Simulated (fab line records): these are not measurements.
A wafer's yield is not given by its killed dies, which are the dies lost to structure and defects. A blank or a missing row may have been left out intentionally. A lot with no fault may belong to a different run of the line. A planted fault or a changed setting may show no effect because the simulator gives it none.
Problem report in the 8D (eight disciplines) form, filled by code ; flow rit_cmos ; the parts of the form that need people (team, actions taken, sign-off) are left out

## 1. PROBLEM STATEMENT
At RIT_SILICIDE_WET_ETCH_05, run_length_s averages 104 s over 6 wafers from 2 lots, while fault-free wafers read 148 s, standard deviation 3.2. That is -14 standard deviations from the usual mean.
The step: etches Ti in SPM, time 120 s.
First observed at day 5 13:49: wafer L404.1, on wet_bench-03. Wafers with a number at this step in the record: 18, from 6 lots. Rule for "out" (also "out of limits"): further than 4 standard deviations from the usual mean. The other wafers with a number count as sound.

## 2. WHAT IT IS AND WHAT IT IS NOT
question;is;is not
which readings at this step;run_length_s;-
which lots;L404, L405;L392, L407, L410, L413
which wafers of those lots;all that have a number;-
read on which tools;wet_bench-03;wet_bench-01, wet_bench-02
when;from day 5 13:49;"up to then (3 sound wafers); but 9 sound wafers of L407, L410, L413 came after"

## 3. THE SUSPECTS, EACH WITH WHAT RULES IT OUT
Counting: a tool at a process step up to the reading stays a suspect if it ran every lot that is out and no sound lot after the first of them.
- wet_bench-03 at RIT_SILICIDE_WET_ETCH_05 (etches Ti in SPM, time 120 s): kept. All lots that are out passed through it, beginning with L404 at day 5 13:49, and no sound lot followed; its final sound lot before that point was L392 at day 3 05:04. Its own readings are out on those wafers: run_length_s.
Left after counting: wet_bench-03 at RIT_SILICIDE_WET_ETCH_05.

## 4. THE CAUSE (what the simulator had put in)
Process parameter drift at RIT_SILICIDE_WET_ETCH_05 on wet_bench-03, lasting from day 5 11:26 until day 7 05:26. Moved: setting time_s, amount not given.
This tool alone remained once counting was done.

## 5. THE EFFECT CHAIN, in route order
Each row: a reading whose mean over the struck wafers that have a number lies more than 3 standard deviations from the usual. Only readings for which the record gives a usual standard deviation are gone through. hours: the time from each lot's start at the first step in this table that gives one to its start at this step, as a median over the lots. sigmas: the change in usual standard deviations.
hours;step;reading;usual;on struck wafers;change;sigmas
0;RIT_SILICIDE_WET_ETCH_05;run_length_s;148 s;104;-44;-14
Its process steps:
- RIT_SILICIDE_WET_ETCH_05: etches Ti in SPM, time 120 s.

## 6. HOW IT WOULD HAVE BEEN CAUGHT EARLIER
First out-of-limits reading in this record: day 5 13:49, which is 2 hours after fault onset at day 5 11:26.
